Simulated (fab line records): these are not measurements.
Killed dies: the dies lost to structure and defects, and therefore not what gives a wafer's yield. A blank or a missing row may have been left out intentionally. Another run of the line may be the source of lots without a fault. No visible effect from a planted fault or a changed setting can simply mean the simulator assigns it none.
fab line records -- flow ritCmos
record lots=6, wafers=18, lastDay=7
route steps=202 shown REOX@99 NLDD@103 PLDD@114 SPACER@125 NSD@131 M1@202
lots that met no fault: from a run of the same line without faults
startH: the number of hours between the record's first day and the start of the first shown wafer of the lot -- waitH: hours since the lot's step before -- " the same as in the row above -- L1.1+2: a row that stands for several wafers -- - no value, or no start given -- * or withheld: withheld -- < > ~ a bound
route shown NAME@n: names a module that has steps shown in the file, with the first one's number in the route -- usual: mean/standard deviation of fault-free wafers -- same: alike in all rows -- chamber/n: place in a boat -- sites: readings site by site -- _std_site: the values' standard deviation -- _edge_site: mean of outer sites minus mean of inner sites -- radiusMm: for every site, how far away it sits from the centre of the wafer -- mask NAME#n: copy n -- behind: the last tool/chamber to shape the wafer -- hold: why the lot went on hold/how many hours it stayed there/how the hold came to an end -- device: names the non-switching transistor (n, p or np) -- end of line: the tests these same wafers got at the end of their route -- for a step that has no rows: nothing shown but its recipe -- killed: dies that structure and defects cost at the first sort, which is not the same as the wafer's yield -- map: dies across one wafer; x = killed, . = not, _ = none there
set.NAME: the setting as run; set.NAME@STEP: as run at that earlier step -- model.NAME: the simulator's own value behind a step, which no gauge read
lots at some steps of the route; a table a step, a row a wafer
services: from which hour (startH, from the record's first day; less than 0 if before it) a tool's chamber was out of use, for how many hours, and why
## steps
# step RIT_REOX_CLEAN_01
# recipe chemistry=dHF, dilution=50:1, timeS=30
# step RIT_REOX_CLEAN_02
# recipe chemistry=SC2, mix=3:3:50, timeS=600, tempC=75, dry=n2Spin
# step RIT_REOX_OXIDATION_03
# recipe tempC=900, ambient=O2, targetThkA=252, oxTimeS=5580
# step RIT_REOX_THK_MEAS_04
# recipe reads=SiO2_of_REOX_OXIDATION_03
# usual REOX_OXIDE_THK=25.1/0.47
lot.wafer,tool,chamber,startH,waitH,REOX_OXIDE_THK[nm]
L173.2,filmMetro-03,-,54.38,0.0,25.3
L173.3,filmMetro-03,-,54.38,0.0,25.6
L173.5,filmMetro-03,-,54.38,0.0,25.3
L178.2,filmMetro-03,-,80.74,0.0,25.1
L178.5,filmMetro-03,-,80.74,0.0,25.2
L178.6,filmMetro-03,-,80.74,0.0,25.2
L182.1,filmMetro-03,-,101.79,0.0,26.4
L182.5,filmMetro-03,-,101.79,0.0,26.1
L182.6,filmMetro-03,-,101.79,0.0,26.2
L186.1,filmMetro-04,-,120.04,0.0,24.5
L186.5,filmMetro-04,-,120.04,0.0,24.5
L186.6,filmMetro-04,-,120.04,0.0,24.9
L187.1,filmMetro-03,-,127.47,0.0,24.9
L187.3,filmMetro-03,-,127.47,0.0,24.8
L187.5,filmMetro-03,-,127.47,0.0,25.1
L193.3,filmMetro-04,-,156.96,0.0,25.1
L193.5,filmMetro-04,-,156.96,0.0,25.2
L193.6,filmMetro-04,-,156.96,0.0,25.1
# step RIT_NLDD_HMDS_00
# recipe primeTimeS=60, primeTempC=140
# step RIT_NLDD_COAT_01
# recipe resist=NOVOLAK, spinRpm=3250, resistThkNm=1000
# step RIT_NLDD_SOFTBAKE_02
# recipe resist=NOVOLAK, tempC=90, timeS=60
# step RIT_NLDD_EXPOSE_03
# recipe maskId=M7, na=0.57, targetCdNm=40700, doseMj=250
# step RIT_NLDD_PEB_04
# recipe resist=NOVOLAK, tempC=withheld, timeS=withheld
# step RIT_NLDD_DEVELOP_05
# recipe resist=NOVOLAK, developTimeS=50, devTempC=23
# step RIT_NLDD_OVL_MEAS_06
# usual NLDD_OVL=0.4/1.3
lot.wafer,tool,chamber,startH,waitH,NLDD_OVL[nm]
L173.2,overlay-02,-,55.29,-,1.2
L173.3,overlay-02,-,55.29,-,3.1
L173.5,overlay-02,-,55.29,-,1.7
L178.2,overlay-02,-,81.90,-,1.6
L178.5,overlay-02,-,81.90,-,0.8
L178.6,overlay-02,-,81.90,-,1.3
L182.1,overlay-02,-,102.82,-,1.1
L182.5,overlay-02,-,102.82,-,-1.8
L182.6,overlay-02,-,102.82,-,-0.3
L186.1,overlay-02,-,120.95,-,0.6
L186.5,overlay-02,-,120.95,-,-1.8
L186.6,overlay-02,-,120.95,-,0.5
L187.1,overlay-01,-,128.46,-,2.0
L187.3,overlay-01,-,128.46,-,0.8
L187.5,overlay-01,-,128.46,-,2.3
L193.3,overlay-02,-,157.98,-,0.2
L193.5,overlay-02,-,157.98,-,-0.9
L193.6,overlay-02,-,157.98,-,-1.4
# step RIT_NLDD_HARDBAKE_07
# recipe resist=NOVOLAK, tempC=140, timeS=60
# step RIT_NLDD_IMPLANT_08
# recipe species=P, energyKev=20.21, doseCm2=5e+14, tiltDeg=7
# usual beamOnS=9.97/0.2, doseIonsCm2=5e+14/5.7e+11, faradayCurrentUA=1576/32
lot.wafer,tool,chamber,startH,waitH,beamOnS,doseIonsCm2,faradayCurrentUA
L173.2,implanter-04,0,55.49,0.1,10.25,5.001e+14,1537
L173.3,implanter-04,0,55.49,0.1,10.42,4.999e+14,1501
L173.5,implanter-04,0,55.49,0.1,10.28,5.007e+14,1529
L178.2,implanter-04,0,82.11,0.1,10.13,7.098e+14,2192
L178.5,implanter-04,0,82.11,0.1,9.91,7.106e+14,2247
L178.6,implanter-04,0,82.11,0.1,9.84,7.099e+14,2273
L182.1,implanter-04,0,103.01,0.1,9.85,7.099e+14,2254
L182.5,implanter-04,0,103.01,0.1,9.77,7.101e+14,2276
L182.6,implanter-04,0,103.01,0.1,10.23,7.101e+14,2173
L186.1,implanter-03,0,121.14,0.1,9.79,4.999e+14,1603
L186.5,implanter-03,0,121.14,0.1,10.13,5.004e+14,1552
L186.6,implanter-03,0,121.14,0.1,10.05,4.994e+14,1561
L187.1,implanter-02,0,128.64,0.1,10.19,5.005e+14,1545
L187.3,implanter-02,0,128.64,0.1,10.33,4.999e+14,1524
L187.5,implanter-02,0,128.64,0.1,9.80,5.007e+14,1598
L193.3,implanter-03,0,158.21,0.1,10.27,5.001e+14,1531
L193.5,implanter-03,0,158.21,0.1,10.02,5.002e+14,1565
L193.6,implanter-03,0,158.21,0.1,10.15,4.997e+14,1555
# step RIT_NLDD_STRIP_09
# recipe chemistry=O2, timeS=180, resist=NOVOLAK, platenTempC=withheld, powerW=500, pressureMtorr=4000, o2FlowSccm=4000
# usual drypumpMotorCurrentA=5.9/0.37
lot.wafer,tool,chamber,startH,waitH,drypumpMotorCurrentA,rfHoursCounterH
L173.2,plasmaAsher-04,1,55.62,0.1,5.3,41
L173.3,plasmaAsher-04,0,55.62,0.1,6.3,-
L173.5,plasmaAsher-04,0,55.62,0.1,6.3,-
L178.2,plasmaAsher-03,1,82.23,0.1,5.8,32
L178.5,plasmaAsher-03,1,82.23,0.1,5.8,-
L178.6,plasmaAsher-03,0,82.23,0.1,6.1,-
L182.1,plasmaAsher-04,0,103.16,0.1,6.3,46
L182.5,plasmaAsher-04,0,103.16,0.1,6.3,-
L182.6,plasmaAsher-04,1,103.16,0.1,5.3,-
L186.1,plasmaAsher-03,0,121.29,0.1,6.1,36
L186.5,plasmaAsher-03,0,121.29,0.1,6.1,-
L186.6,plasmaAsher-03,1,121.29,0.1,5.8,-
L187.1,plasmaAsher-02,1,128.79,0.1,6.0,51
L187.3,plasmaAsher-02,0,128.79,0.1,6.0,-
L187.5,plasmaAsher-02,1,128.79,0.1,6.0,-
L193.3,plasmaAsher-03,0,158.37,0.1,6.1,-
L193.5,plasmaAsher-03,0,158.37,0.1,6.1,-
L193.6,plasmaAsher-03,1,158.37,0.1,5.8,-
# step RIT_NLDD_TW_MEAS_10
# usual NLDD_TW=2502/16
lot.wafer,tool,chamber,startH,waitH,NLDD_TW
L173.2,filmMetro-03,-,55.80,0.1,2534
L173.3,filmMetro-03,-,55.80,0.1,2524
L173.5,filmMetro-03,-,55.80,0.1,2517
L178.2,filmMetro-02,-,82.42,0.1,2707
L178.5,filmMetro-02,-,82.42,0.1,2697
L178.6,filmMetro-02,-,82.42,0.1,2710
L182.1,filmMetro-02,-,103.33,0.1,2703
L182.5,filmMetro-02,-,103.33,0.1,2711
L182.6,filmMetro-02,-,103.33,0.1,2709
L186.1,filmMetro-02,-,121.46,0.1,2494
L186.5,filmMetro-02,-,121.46,0.1,2501
L186.6,filmMetro-02,-,121.46,0.1,2500
L187.1,filmMetro-03,-,128.97,0.1,2519
L187.3,filmMetro-03,-,128.97,0.1,2512
L187.5,filmMetro-03,-,128.97,0.1,2518
L193.3,filmMetro-01,-,158.50,0.1,2492
L193.5,filmMetro-01,-,158.50,0.1,2497
L193.6,filmMetro-01,-,158.50,0.1,2504
# step RIT_PLDD_HMDS_00
# recipe primeTimeS=60, primeTempC=140
# step RIT_PLDD_COAT_01
# recipe resist=NOVOLAK, spinRpm=3250, resistThkNm=1000
# step RIT_PLDD_SOFTBAKE_02
# recipe resist=NOVOLAK, tempC=90, timeS=60
# step RIT_PLDD_EXPOSE_03
# recipe maskId=M8, na=0.57, targetCdNm=40900, doseMj=250
# step RIT_PLDD_PEB_04
# recipe resist=NOVOLAK, tempC=withheld, timeS=withheld
# step RIT_PLDD_DEVELOP_05
# recipe resist=NOVOLAK, developTimeS=50, devTempC=23
# step RIT_PLDD_OVL_MEAS_06
# usual PLDD_OVL=0.1/1.4
lot.wafer,tool,chamber,startH,waitH,PLDD_OVL[nm]
L173.2,overlay-02,-,56.83,-,2.0
L173.3,overlay-02,-,56.83,-,2.1
L173.5,overlay-02,-,56.83,-,1.8
L178.2,overlay-01,-,83.45,-,1.3
L178.5,overlay-01,-,83.45,-,0.5
L178.6,overlay-01,-,83.45,-,0.0
L182.1,overlay-02,-,104.39,-,-1.2
L182.5,overlay-02,-,104.39,-,2.8
L182.6,overlay-02,-,104.39,-,2.1
L186.1,overlay-02,-,122.49,-,0.3
L186.5,overlay-02,-,122.49,-,-1.1
L186.6,overlay-02,-,122.49,-,0.0
L187.1,overlay-02,-,130.00,-,0.5
L187.3,overlay-02,-,130.00,-,1.3
L187.5,overlay-02,-,130.00,-,-0.7
L193.3,overlay-01,-,159.41,-,-2.2
L193.5,overlay-01,-,159.41,-,-2.7
L193.6,overlay-01,-,159.41,-,0.2
# step RIT_PLDD_HARDBAKE_07
# recipe resist=NOVOLAK, tempC=140, timeS=60
# step RIT_PLDD_IMPLANT_08
# recipe species=BF2, energyKev=19.68, doseCm2=9e+14, tiltDeg=7
# step RIT_PLDD_STRIP_09
# recipe chemistry=O2, timeS=180, resist=NOVOLAK, platenTempC=withheld, powerW=500, pressureMtorr=4000, o2FlowSccm=4000
# usual drypumpMotorCurrentA=5.8/0.44
lot.wafer,tool,chamber,startH,waitH,drypumpMotorCurrentA,rfHoursCounterH
L173.2,plasmaAsher-01,1,57.16,0.1,5.2,38
L173.3,plasmaAsher-01,0,57.16,0.1,6.2,-
L173.5,plasmaAsher-01,0,57.16,0.1,6.2,-
L178.2,plasmaAsher-02,0,83.78,0.1,6.0,46
L178.5,plasmaAsher-02,1,83.78,0.1,6.1,-
L178.6,plasmaAsher-02,0,83.78,0.1,6.0,-
L182.1,plasmaAsher-04,1,104.72,0.1,5.3,46
L182.5,plasmaAsher-04,1,104.72,0.1,5.3,-
L182.6,plasmaAsher-04,0,104.72,0.1,6.3,-
L186.1,plasmaAsher-01,0,122.83,0.1,6.2,1
L186.5,plasmaAsher-01,1,122.83,0.1,5.3,-
L186.6,plasmaAsher-01,0,122.83,0.1,6.2,-
L187.1,plasmaAsher-02,0,130.34,0.1,6.0,51
L187.3,plasmaAsher-02,0,130.34,0.1,6.0,-
L187.5,plasmaAsher-02,0,130.34,0.1,6.0,-
L193.3,plasmaAsher-01,0,159.79,0.1,6.2,-
L193.5,plasmaAsher-01,0,159.79,0.1,6.2,-
L193.6,plasmaAsher-01,1,159.79,0.1,5.2,-
# step RIT_PLDD_TW_MEAS_10
# usual PLDD_TW=2344/13
lot.wafer,tool,chamber,startH,waitH,PLDD_TW
L173.2,filmMetro-03,-,57.35,0.1,2363
L173.3,filmMetro-03,-,57.35,0.1,2361
L173.5,filmMetro-03,-,57.35,0.1,2353
L178.2,filmMetro-03,-,83.96,0.1,2351
L178.5,filmMetro-03,-,83.96,0.1,2368
L178.6,filmMetro-03,-,83.96,0.1,2348
L182.1,filmMetro-02,-,104.90,0.1,2319
L182.5,filmMetro-02,-,104.90,0.1,2318
L182.6,filmMetro-02,-,104.90,0.1,2318
L186.1,filmMetro-01,-,123.00,0.1,2338
L186.5,filmMetro-01,-,123.00,0.1,2342
L186.6,filmMetro-01,-,123.00,0.1,2346
L187.1,filmMetro-02,-,130.51,0.1,2332
L187.3,filmMetro-02,-,130.51,0.1,2318
L187.5,filmMetro-02,-,130.51,0.1,2316
L193.3,filmMetro-01,-,159.92,0.1,2341
L193.5,filmMetro-01,-,159.92,0.1,2356
L193.6,filmMetro-01,-,159.92,0.1,2341
# step RIT_SPACER_CLEAN_00
# recipe chemistry=SC1, mix=3:3:50, timeS=600, tempC=75
# step RIT_SPACER_CLEAN_01
# recipe chemistry=dHF, dilution=50:1, timeS=30
# step RIT_SPACER_CLEAN_02
# recipe chemistry=SC2, mix=3:3:50, timeS=600, tempC=75, dry=n2Spin
# step RIT_SPACER_CVD_03
# recipe material=Si3N4, targetThkNm=250, tempC=810, precursor=SiH2Cl2/NH3, timeS=3300, pressureMtorr=300, sih2cl2FlowSccm=60, nh3FlowSccm=150
# step RIT_SPACER_THK_MEAS_04
# recipe reads=Si3N4_of_SPACER_CVD_03
# usual SPACER_NITRIDE_THK=249.5/2.4
lot.wafer,tool,chamber,startH,waitH,SPACER_NITRIDE_THK[nm]
L173.2,filmMetro-03,-,59.71,0.0,250.6
L173.3,filmMetro-03,-,59.71,0.0,252.1
L173.5,filmMetro-03,-,59.71,0.0,253.0
L178.2,filmMetro-02,-,86.32,0.0,255.3
L178.5,filmMetro-02,-,86.32,0.0,255.2
L178.6,filmMetro-02,-,86.32,0.0,255.1
L182.1,filmMetro-04,-,107.87,0.0,247.5
L182.5,filmMetro-04,-,107.87,0.0,247.1
L182.6,filmMetro-04,-,107.87,0.0,247.3
L186.1,filmMetro-04,-,125.35,0.0,251.9
L186.5,filmMetro-04,-,125.35,0.0,250.8
L186.6,filmMetro-04,-,125.35,0.0,248.6
L187.1,filmMetro-04,-,132.89,0.0,249.4
L187.3,filmMetro-04,-,132.89,0.0,251.1
L187.5,filmMetro-04,-,132.89,0.0,249.0
L193.3,filmMetro-04,-,162.27,0.0,251.4
L193.5,filmMetro-04,-,162.27,0.0,248.7
L193.6,filmMetro-04,-,162.27,0.0,249.6
# step RIT_SPACER_ETCHBACK_05
# recipe targetDepthA=2500, SF6_flow_sccm=30, CHF3_flow_sccm=30, target=Si3N4, chemistry=SF6/CHF3, pressureMtorr=40, rfW=250, timeS=240, stopOn=SiO2
# usual drypumpMotorCurrentA=5.9/0.3, oesProductAu=0.843/0.013, throttleValvePct=10.21/0.14
lot.wafer,tool,chamber,startH,waitH,drypumpMotorCurrentA,oesProductAu,rfHoursCounterH,throttleValvePct
L173.2,rieDiel-02,0,59.76,0.0,6.0,0.824,21,10.22
L173.3,rieDiel-02,1,59.76,0.0,6.4,0.828,3,10.22
L173.5,rieDiel-02,1,59.76,0.0,6.4,0.841,-,10.24
L178.2,rieDiel-04,2,86.37,0.0,6.0,0.875,0,10.28
L178.5,rieDiel-04,0,86.37,0.0,5.5,0.882,-,10.27
L178.6,rieDiel-04,3,86.37,0.0,5.6,0.856,-,10.22
L182.1,rieDiel-04,1,107.93,0.1,5.9,0.841,4,10.27
L182.5,rieDiel-04,2,107.93,0.1,6.1,0.854,-,10.27
L182.6,rieDiel-04,1,107.93,0.1,5.9,0.836,-,10.29
L186.1,rieDiel-04,3,125.41,0.1,5.6,0.851,9,10.22
L186.5,rieDiel-04,2,125.41,0.1,6.0,0.862,-,10.28
L186.6,rieDiel-04,1,125.41,0.1,5.9,0.843,-,10.30
L187.1,rieDiel-02,3,132.95,0.1,5.5,0.843,5,10.04
L187.3,rieDiel-02,0,132.95,0.1,6.0,0.825,22,10.23
L187.5,rieDiel-02,0,132.95,0.1,6.0,0.810,-,10.22
L193.3,rieDiel-02,3,162.31,0.0,5.5,0.845,6,10.04
L193.5,rieDiel-02,2,162.31,0.0,5.7,0.851,-,10.23
L193.6,rieDiel-02,3,162.31,0.0,5.5,0.853,-,10.05
# step RIT_NSD_HMDS_00
# recipe primeTimeS=60, primeTempC=140
# step RIT_NSD_COAT_01
# recipe resist=NOVOLAK, spinRpm=3250, resistThkNm=1000
# step RIT_NSD_SOFTBAKE_02
# recipe resist=NOVOLAK, tempC=90, timeS=60
# step RIT_NSD_EXPOSE_03
# recipe maskId=M9, na=0.57, targetCdNm=40700, doseMj=250
# step RIT_NSD_PEB_04
# recipe resist=NOVOLAK, tempC=withheld, timeS=withheld
# step RIT_NSD_DEVELOP_05
# recipe resist=NOVOLAK, developTimeS=50, devTempC=23.72
# step RIT_NSD_OVL_MEAS_06
# usual NSD_OVL=-0.2/1.5
lot.wafer,tool,chamber,startH,waitH,NSD_OVL[nm]
L173.2,overlay-01,-,60.89,-,-1.4
L173.3,overlay-01,-,60.89,-,1.0
L173.5,overlay-01,-,60.89,-,1.4
L178.2,overlay-01,-,87.38,-,0.4
L178.5,overlay-01,-,87.38,-,0.2
L178.6,overlay-01,-,87.38,-,1.8
L182.1,overlay-02,-,109.05,-,0.0
L182.5,overlay-02,-,109.05,-,0.1
L182.6,overlay-02,-,109.05,-,-1.7
L186.1,overlay-01,-,126.44,-,-0.6
L186.5,overlay-01,-,126.44,-,-2.4
L186.6,overlay-01,-,126.44,-,-3.8
L187.1,overlay-02,-,134.07,-,3.0
L187.3,overlay-02,-,134.07,-,2.1
L187.5,overlay-02,-,134.07,-,4.3
L193.3,overlay-02,-,163.53,-,0.8
L193.5,overlay-02,-,163.53,-,-0.9
L193.6,overlay-02,-,163.53,-,-1.3
# step RIT_NSD_HARDBAKE_07
# recipe resist=NOVOLAK, tempC=140, timeS=60
# step RIT_NSD_IMPLANT_08
# recipe species=P, energyKev=25, doseCm2=1e+15, tiltDeg=7
# step RIT_NSD_STRIP_09
# recipe chemistry=O2, timeS=180, resist=NOVOLAK, platenTempC=withheld, powerW=500, pressureMtorr=4000, o2FlowSccm=4000
# usual drypumpMotorCurrentA=5.9/0.31
lot.wafer,tool,chamber,startH,waitH,drypumpMotorCurrentA,rfHoursCounterH
L173.2,plasmaAsher-02,1,61.22,0.1,6.0,44
L173.3,plasmaAsher-02,1,61.22,0.1,6.1,-
L173.5,plasmaAsher-02,1,61.22,0.1,6.0,-
L178.2,plasmaAsher-02,1,87.71,0.1,6.0,47
L178.5,plasmaAsher-02,0,87.71,0.1,6.0,-
L178.6,plasmaAsher-02,1,87.71,0.1,6.1,-
L182.1,plasmaAsher-02,0,109.39,0.1,6.0,49
L182.5,plasmaAsher-02,1,109.39,0.1,6.1,-
L182.6,plasmaAsher-02,0,109.39,0.1,6.0,-
L186.1,plasmaAsher-03,0,126.78,0.1,6.1,37
L186.5,plasmaAsher-03,1,126.78,0.1,5.8,-
L186.6,plasmaAsher-03,0,126.78,0.1,6.1,-
L187.1,plasmaAsher-03,1,134.41,0.1,5.8,37
L187.3,plasmaAsher-03,1,134.41,0.1,5.8,-
L187.5,plasmaAsher-03,0,134.41,0.1,6.1,-
L193.3,plasmaAsher-03,0,163.92,0.1,6.1,-
L193.5,plasmaAsher-03,1,163.92,0.1,5.8,-
L193.6,plasmaAsher-03,0,163.92,0.1,6.1,-
# step RIT_SDANNEAL_RS_MEAS_07
# recipe thkMeasGauge=four-point-probe
# usual NLDD_RS=151.3/0.5
lot.wafer,tool,chamber,startH,waitH,NLDD_RS[ohm/sq]
L173.2,filmMetro-03,-,63.84,0.1,151.2
L173.3,filmMetro-03,-,63.84,0.1,151.3
L173.5,filmMetro-03,-,63.84,0.1,151.3
L178.2,filmMetro-03,-,90.31,0.1,114.1
L178.5,filmMetro-03,-,90.31,0.1,113.9
L178.6,filmMetro-03,-,90.31,0.1,113.8
L182.1,filmMetro-03,-,111.96,0.1,114.1
L182.5,filmMetro-03,-,111.96,0.1,114.0
L182.6,filmMetro-03,-,111.96,0.1,113.7
L186.1,filmMetro-02,-,129.38,0.1,150.4
L186.5,filmMetro-02,-,129.38,0.1,150.8
L186.6,filmMetro-02,-,129.38,0.1,151.1
L187.1,filmMetro-03,-,137.04,0.1,150.6
L187.3,filmMetro-03,-,137.04,0.1,151.8
L187.5,filmMetro-03,-,137.04,0.1,150.9
L193.3,filmMetro-03,-,166.54,0.1,151.4
L193.5,filmMetro-03,-,166.54,0.1,151.2
L193.6,filmMetro-03,-,166.54,0.1,150.9
# step RIT_M1_PROBE_99
# usual killedAtContacts=0.1/0.29, killedAtFrontEnd=6.3/2.8, killedDies=6.4/2.8, killedOpen=3.3/1.7, killedShort=3.1/1.9
# same grossDies=264, killed_at_M0_to_M3=0, killed_at_M4_up=0, killedAtBackSide=0, killedAtOther=0
lot.wafer,tool,chamber,startH,waitH,killedAtContacts,killedAtFrontEnd,killedDies,killedOpen,killedShort,model.etest.nmos_0p3.rOnOhmUm,model.etest.nmos_0p15.rOnOhmUm,model.etest.nldd.rsOhmSq,model.etest.nmosTurned.driveUaUm,model.etest.nmos_0p15.driveUaUm,model.etest.nldd.lineOhmUm,model.etest.nmos_0p3.driveUaUm,model.etest.nmos_0p15.swingMvDec
L173.2,prober-02,-,71.02,0.1,0,8,8,3,5,2126,1096,366.2,329.3,483.3,116.8,230.2,85.63
L173.3,prober-02,-,71.07,0.2,0,7,7,4,3,2075,1053,371.6,333.9,498.1,119.4,235.4,85.48
L173.5,prober-02,-,71.17,0.2,0,7,7,5,2,2108,1063,369.2,331.1,488.4,116.5,228.1,86.21
L178.2,prober-01,-,97.46,0.1,0,11,11,6,5,2035,968.6,277.6,385.9,499.6,89.87,225.3,87.46
L178.5,prober-01,-,97.61,0.2,0,6,6,2,4,2013,954.7,281.9,391,511.3,90.15,229.3,87.88
L178.6,prober-01,-,97.66,0.2,0,4,4,2,2,2016,958.9,280.5,388.1,506.5,91.31,230.7,87.63
L182.1,prober-01,-,119.21,0.1,0,6,6,3,3,2062,1033,286.5,362.5,476.9,90.59,221.3,87.33
L182.5,prober-01,-,119.41,0.2,0,6,6,3,3,2089,1022,281.9,364.8,479.9,90.53,217.9,88.32
L182.6,prober-01,-,119.46,0.2,0,6,6,3,3,2082,1033,281.9,367.1,474.4,90.04,220.7,87.58
L186.1,prober-01,-,136.49,0.1,0,5,5,4,1,2103,1062,353.4,343.4,487.2,112.2,230.1,86.08
L186.5,prober-01,-,136.69,0.2,0,3,3,3,0,2148,1108,360.1,337.3,473.9,112.9,227,85.8
L186.6,prober-01,-,136.74,0.2,0,4,4,1,3,2107,1101,366.1,333.4,475,115.8,226.6,86
L187.1,prober-02,-,146.34,0.1,0,7,7,4,3,2192,1153,376.1,319.7,457.8,123.3,221.9,86.44
L187.3,prober-02,-,146.44,0.2,0,4,4,2,2,2180,1176,380.8,325.2,466.8,121,225,85.85
L187.5,prober-02,-,146.54,0.2,0,4,4,2,2,2207,1182,383.7,326,464.2,123.3,226.1,86.07
L193.3,prober-02,-,173.69,0.2,0,2,2,2,0,2129,1154,369.9,329.1,465.3,116.9,229.8,85.2
L193.5,prober-02,-,173.79,0.2,1,6,7,2,5,2161,1169,371.3,328.3,460.4,116.7,231.5,84.95
L193.6,prober-02,-,173.84,0.2,1,1,2,1,1,2128,1146,367.2,330.6,464.4,116.6,227.3,85.37
# killed by level:class
L173.2 GATE:geometricParticle:short=2 GATE:geometricParticle:open=2 FOX1:geometricParticle:short=1 REOX:geometricParticle:short=1 SILICIDE:geometricParticle:short=1 SILICIDE:geometricParticle:open=1
L173.3 GATE:geometricParticle:short=2 SPACER:geometricParticle:open=2 FOX1:geometricParticle:open=1 GATE:geometricParticle:open=1 SPACER:geometricParticle:short=1
L173.5 GATE:geometricParticle:open=3 FOX2:geometricParticle:short=1 SPACER:geometricParticle:open=1 SILICIDE:geometricParticle:open=1 SILICIDE:geometricParticle:short=1
L178.2 GATE:geometricParticle:short=4 GATE:geometricParticle:open=4 REOX:geometricParticle:short=1 SPACER:geometricParticle:open=1 SILICIDE:geometricParticle:open=1
L178.5 GATE:geometricParticle:short=2 FOX1:geometricParticle:short=1 REOX:geometricParticle:short=1 REOX:geometricParticle:open=1 SILICIDE:geometricParticle:open=1
L178.6 GATE:geometricParticle:open=2 FOX1:geometricParticle:short=1 GATE:geometricParticle:short=1
L182.1 FOX1:geometricParticle:short=3 REOX:geometricParticle:open=2 GATE:geometricParticle:open=1
L182.5 REOX:geometricParticle:open=2 SPACER:geometricParticle:short=2 GATE:geometricParticle:short=1 SPACER:geometricParticle:open=1
L182.6 REOX:geometricParticle:open=2 GATE:geometricParticle:short=1 REOX:geometricParticle:short=1 SPACER:geometricParticle:short=1 SPACER:geometricParticle:open=1
L186.1 FOX1:geometricParticle:open=1 GATE:geometricParticle:open=1 GATE:geometricParticle:short=1 REOX:geometricParticle:open=1 SILICIDE:geometricParticle:open=1
L186.5 FOX2:geometricParticle:open=1 GATE:geometricParticle:open=1 REOX:geometricParticle:open=1
L186.6 REOX:geometricParticle:short=2 GATE:geometricParticle:short=1 GATE:geometricParticle:open=1
L187.1 FOX1:geometricParticle:short=2 GATE:geometricParticle:open=2 FOX2:geometricParticle:short=1 FOX2:geometricParticle:open=1 SILICIDE:geometricParticle:open=1
L187.3 ACTIVE:geometricParticle:open=1 GATE:geometricParticle:short=1 GATE:geometricParticle:open=1 SPACER:geometricParticle:short=1
L187.5 GATE:geometricParticle:short=2 GATE:geometricParticle:open=1 SILICIDE:geometricParticle:open=1
L193.3 FOX1:geometricParticle:open=1 GATE:geometricParticle:open=1
L193.5 GATE:geometricParticle:short=4 FOX2:geometricParticle:open=1 SPACER:geometricParticle:short=1 CONTACT:geometricParticle:open=1
L193.6 GATE:geometricParticle:open=1 CONTACT:geometricParticle:short=1
## services
tool,chamber,startH,hours,kind
plasmaAsher-04,-,40.20,13.1,repair
implanter-02,-,56.59,8.4,repair
rieDiel-02,0,60.45,4.0,repair
implanter-03,-,63.28,2.1,repair
rieDiel-04,2,71.33,-,clean
rieDiel-04,2,71.33,14.6,scheduledDown
rieDiel-04,2,71.33,14.6,ventCycle
plasmaAsher-03,-,71.77,2.8,pm
implanter-02,-,76.25,2.2,repair
rieDiel-04,3,77.90,5.4,repair
plasmaAsher-04,-,83.19,3.2,repair
implanter-02,-,100.83,1.0,repair
rieDiel-02,3,101.76,7.7,repair
plasmaAsher-01,-,108.75,9.0,pm
plasmaAsher-01,0,108.75,9.0,ventCycle
plasmaAsher-01,1,108.75,9.0,ventCycle
rieDiel-02,-,110.99,0.8,repair
plasmaAsher-01,0,117.75,-,clean
plasmaAsher-01,1,117.75,-,clean
implanter-03,-,138.30,1.4,repair
plasmaAsher-04,-,139.44,1.2,repair
implanter-04,-,140.12,1.9,repair
plasmaAsher-02,-,152.50,10.0,pm
## key
firstSign step=RIT_NLDD_IMPLANT_08, reading=doseIonsCm2, direction=up, sigmas=99+, usual=5e+14, struck=7.101e+14
effect step=RIT_NLDD_IMPLANT_08, reading=faradayCurrentUA, direction=up, sigmas=21, usual=1576, struck=2236
effect step=RIT_NLDD_TW_MEAS_10, reading=NLDD_TW, direction=up, sigmas=12, usual=2502, struck=2706
effect step=RIT_SDANNEAL_RS_MEAS_07, reading=NLDD_RS, direction=down, sigmas=75, usual=151.3, struck=113.9
modelEffect step=RIT_M1_PROBE_99, value=etest.nmos_0p3.rOnOhmUm, without=2206, struck=2049
metAt RIT_NLDD_IMPLANT_08
struckWafers L178.2,L178.5,L178.6,L182.1,L182.5,L182.6
testerLeftOut L178,L182
onsetBetween 55.49 82.11
fault kind=processParameterDrift, tool=implanter-04, chamber=-, onsetH=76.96, steps=RIT_NLDD_IMPLANT_08, channel=doseCm2, offset=2.1e+14, shape=step, endH=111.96, actsIn=theseRecipesOnly, stated=5e+14
# testerLeftOut: of these lots the tester's yield and bins aren't shown, on N5 and GAA mostly nor the transistor test; their killed dies are dies lost to structure and defects alone, not to doping, threshold or leakage, so they don't give the yield
